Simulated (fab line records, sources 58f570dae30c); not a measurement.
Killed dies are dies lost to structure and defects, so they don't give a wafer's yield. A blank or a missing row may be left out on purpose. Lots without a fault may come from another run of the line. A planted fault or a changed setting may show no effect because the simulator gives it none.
One fault seen from 2 desks | flow berkeley_cmos170 | each desk has only its own numbers; what lay behind them comes last

THE TOOL OWNER'S DESK: rie_diel-02
The tool's own readings at UCB170_NWELL_ETCH_13 (etches Si3N4 in CH3F/Ar/O2, stops on SiO2, target depth 246.4 nm, time 154 s): means of the sampled wafers that have a number, for each lot that ran on this tool. A lot is out of limits, marked OUT, if its mean lies more than 4 standard deviations from the usual mean; the brackets give that distance.
Columns: A = CH3F_flow_sccm at UCB170_NWELL_ETCH_13, usual 20.00 sccm; B = drypump_motor_current_A at UCB170_NWELL_ETCH_13, usual 5.5 A; C = oes_product_au at UCB170_NWELL_ETCH_13, usual 0.947 a.u.; D = throttle_valve_pct at UCB170_NWELL_ETCH_13, usual 8.07 %
lot  | first seen here | A     | B   | C     | D
L507 | day 2 21:33     | 20.01 | 5.5 | 0.949 | 8.05
L513 | day 4 03:21     | 20.00 | 5.7 | 0.905 | 8.18
L515 | day 4 11:30     | 19.95 | 5.7 | 0.910 | 8.18
This desk's finding: nothing out of limits on any of the 3 lots.

THE METROLOGY DESK
What the gauges read, lot by lot, whatever tool the lot ran on: means of the sampled wafers that have a number. A lot is out of limits, marked OUT, if its mean lies more than 4 standard deviations from the usual mean; the brackets give that distance.
Columns: A = NWELL_OXIDE_THK at UCB170_NWELL_THK_MEAS_02, usual 26.3 nm; B = NWELL_NITRIDE_THK at UCB170_NWELL_THK_MEAS_05, usual 223.6 nm; C = NWELL_OVL at UCB170_NWELL_OVL_MEAS_12, usual -2 nm; D = NWELL_TW at UCB170_NWELL_TW_MEAS_16, usual 1253
lot  | first seen here | A    | B     | C  | D
L507 | day 2 14:19     | 26.8 | 220.4 | -1 | 1269
L508 | day 2 14:19     | 25.9 | 223.4 | -5 | 1245
L513 | day 3 19:43     | 26.3 | 220.7 | -8 | 1239
L515 | day 4 01:06     | 26.4 | 223.0 | -2 | 1256
L518 | day 4 16:42     | 26.4 | 224.7 | 7  | 1233
L527 | day 6 17:10     | 26.5 | 226.3 | 2  | 1245
This desk's finding: nothing out of limits on any of the 6 lots.

PUT TOGETHER
The tool owner's desk saw nothing out of limits.
The metrology desk saw nothing out of limits.

WHAT THE SIMULATOR HAD PUT IN
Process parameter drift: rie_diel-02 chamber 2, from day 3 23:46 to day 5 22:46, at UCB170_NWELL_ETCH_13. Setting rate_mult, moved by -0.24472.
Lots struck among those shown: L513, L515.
